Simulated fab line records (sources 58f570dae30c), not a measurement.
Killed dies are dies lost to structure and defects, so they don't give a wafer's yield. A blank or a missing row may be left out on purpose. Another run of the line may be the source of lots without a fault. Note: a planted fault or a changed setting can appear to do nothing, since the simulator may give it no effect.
Split-lot experiment ; flow berkeley cmos170 ; route with 331 steps; 5 lots, 23 wafers read

SPLIT DETAILS
At UCB170_NWELL_CVD_04 (deposits Si3N4 from SiH2Cl2/NH3, target thk 224 nm, time 3360 s), the setting time s was moved away from the recipe's 3360 s on 20 of the 23 wafers read, by -14.6% to +13.6%. The other wafers ran this setting at the recipe's value.

FROM THE SPLIT TO THE READING: what the file shows between them, 4 steps
- UCB170_NWELL_THK_MEAS_05
- UCB170_NWELL_HMDS_06: prime time 60 s
- UCB170_NWELL_COAT_07: resist thk 900 nm
- UCB170_NWELL_DEVELOP_11: develop time 45 s

THE READING
oes product au, in a.u., at UCB170_NWELL_ETCH_13 (etches Si3N4 in CH3F/Ar/O2, stops on SiO2, target depth 246.4 nm, time 154 s). Fault-free wafers of this fab line usually give 0.939 a.u., standard deviation 0.014 a.u.

wafer;tool, chamber at the split;time s as run, s;against the recipe;oes product au, a.u.;against lot-mates on the recipe
L074.1;-, -;2869;-14.6%;0.878;no lot-mate on the recipe
L074.2;-, -;2869;-14.6%;0.849;no lot-mate on the recipe
L074.4;-, -;2869;-14.6%;0.861;no lot-mate on the recipe
L074.5;-, -;2869;-14.6%;0.846;no lot-mate on the recipe
L074.6;-, -;2869;-14.6%;0.851;no lot-mate on the recipe
L082.2;lpcvd-01, 1;3360;recipe;0.939;-
L082.3;lpcvd-01, 1;3360;recipe;0.953;-
L082.4;lpcvd-01, 1;3360;recipe;0.936;-
L083.2;-, -;3526;+4.9%;0.947;no lot-mate on the recipe
L083.3;-, -;3526;+4.9%;0.973;no lot-mate on the recipe
L083.4;-, -;3526;+4.9%;0.974;no lot-mate on the recipe
L083.5;-, -;3526;+4.9%;0.954;no lot-mate on the recipe
L083.6;-, -;3526;+4.9%;0.962;no lot-mate on the recipe
L084.1;-, -;3184;-5.2%;0.917;no lot-mate on the recipe
L084.2;-, -;3184;-5.2%;0.923;no lot-mate on the recipe
L084.3;-, -;3184;-5.2%;0.899;no lot-mate on the recipe
L084.4;-, -;3184;-5.2%;0.919;no lot-mate on the recipe
L084.5;-, -;3184;-5.2%;0.920;no lot-mate on the recipe
L085.1;-, -;3816;+13.6%;0.981;no lot-mate on the recipe
L085.3;-, -;3816;+13.6%;0.978;no lot-mate on the recipe
L085.4;-, -;3816;+13.6%;0.997;no lot-mate on the recipe
L085.5;-, -;3816;+13.6%;0.986;no lot-mate on the recipe
L085.6;-, -;3816;+13.6%;0.993;no lot-mate on the recipe

THE FIT
A straight line over all 23 wafers: oes product au changes by +0.00462 a.u. for each +1% of time s; r = +0.97; the points scatter about the line by 0.013 a.u.
Too few moved wafers with a lot-mate on the recipe to fit a line net of each lot's own level.

THE WHOLE CHAIN: every reading that the file lists as answering this split, in the file's order
step;what it does;reading;change (the file's fit);r (the file's)
UCB170_NWELL_CVD_04;deposits Si3N4 from SiH2Cl2/NH3, target thk 224 nm, time 3360 s;Si3N4_of_NWELL_CVD_04.thk nm (the simulator's own value, which no gauge read);+2.21 nm for each +1% of the setting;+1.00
UCB170_NWELL_THK_MEAS_05;;NWELL_NITRIDE_THK;+2.21 for each +1% of the setting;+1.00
UCB170_NWELL_ETCH_13;etches Si3N4 in CH3F/Ar/O2, stops on SiO2, target depth 246.4 nm, time 154 s;oes product au;+0.00462 a.u. for each +1% of the setting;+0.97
UCB170_NWELL_ETCH_13;etches Si3N4 in CH3F/Ar/O2, stops on SiO2, target depth 246.4 nm, time 154 s;etch.depth nm (the simulator's own value, which no gauge read);+1.91 nm for each +1% of the setting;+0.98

FILE'S OWN FIT
oes product au changes by +0.00462 a.u. for each +1% of time s, r = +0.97.
